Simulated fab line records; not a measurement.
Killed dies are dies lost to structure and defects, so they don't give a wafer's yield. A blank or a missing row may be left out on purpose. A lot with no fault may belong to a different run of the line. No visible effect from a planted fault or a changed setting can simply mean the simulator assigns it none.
The same fault as seen by 2 desks ; flow rit-cmos ; what lay behind the numbers comes last; until then each desk has only its own

== THE TOOL OWNER'S DESK: lpcvd-02 ==
The tool's own readings at RIT_GATE_CVD_08 (deposits poly-Si from SiH4, target thk 250 nm, time 2220 s): means of the sampled wafers that have a number, for each lot that ran on this tool. If a lot's mean is further than 4 standard deviations from the usual mean, the lot is out of limits and carries the mark OUT (the distance appears in the brackets).
Columns: A = spike-tc-centre-C at RIT_GATE_CVD_08, usual 612.5 C; B = spike-tc-load-C at RIT_GATE_CVD_08, usual 632.9 C; C = spike-tc-source-C at RIT_GATE_CVD_08, usual 631.4 C
lot;first seen here;A;B;C
L900;day 2 21:57;613.2;637.0;632.6
L901;day 3 02:07;613.7;636.8;632.6
L903;day 3 10:26;612.8;630.4;630.0
L905;day 3 20:53;612.4;630.3;631.6
L911;day 5 03:49;611.7;629.5;629.6
L914;day 5 18:56;611.9;634.9;632.5
L918;day 6 14:04;602.3 (-9.2) OUT;620.4 (-4.2) OUT;619.8 (-8.3) OUT
This desk's verdict: out of limits on L918, starting with L918 at day 6 14:04 (spike-tc-centre-C at RIT_GATE_CVD_08). L900, L901, L903, L905, L911, L914 stayed within limits.

== THE METROLOGY DESK ==
Lot by lot, what the gauges showed, no matter which tool ran the lot: averages of those sampled wafers that carry a number. If a lot's mean is further than 4 standard deviations from the usual mean, the lot is out of limits and carries the mark OUT (the distance appears in the brackets).
Columns: A = GATE_POLY_THK at RIT_GATE_THK_MEAS_09, usual 250.1 nm
lot;first seen here;A
L900;day 2 23:34;252.7
L901;day 3 03:44;251.4
L902;day 3 07:46;251.5
L903;day 3 12:04;250.4
L904;day 3 16:58;251.8
L905;day 3 22:30;250.8
L909;day 4 20:02;250.0
L911;day 5 05:26;248.7
L914;day 5 20:34;250.8
L918;day 6 15:41;196.0 (-25) OUT
L919;day 6 21:09;251.9
L920;day 7 02:22;249.0
L921;day 7 07:06;252.3
This desk reports L918 out of limits; the earliest was L918 at day 6 15:41 (GATE_POLY_THK at RIT_GATE_THK_MEAS_09). L900, L901, L902, L903, L904, L905, L909, L911, L914, L919, L920, L921 stayed within limits.

== TAKEN TOGETHER ==
The tool owner's desk could have raised an alarm at day 6 14:04, on L918.
An alarm was possible from the metrology desk at day 6 15:41, on L918.
RIT_GATE_CVD_08 was run on lpcvd-02 by each of the lots named.

== WHAT HAD BEEN PUT IN BY THE SIMULATOR ==
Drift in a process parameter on lpcvd-02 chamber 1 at RIT_GATE_CVD_08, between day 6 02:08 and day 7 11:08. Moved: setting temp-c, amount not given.
Shown lots that were struck: L918.
Delay (hours) between the fault's onset and each desk's first out-of-limits reading: 12 at the tool owner's desk, 14 at the metrology desk.
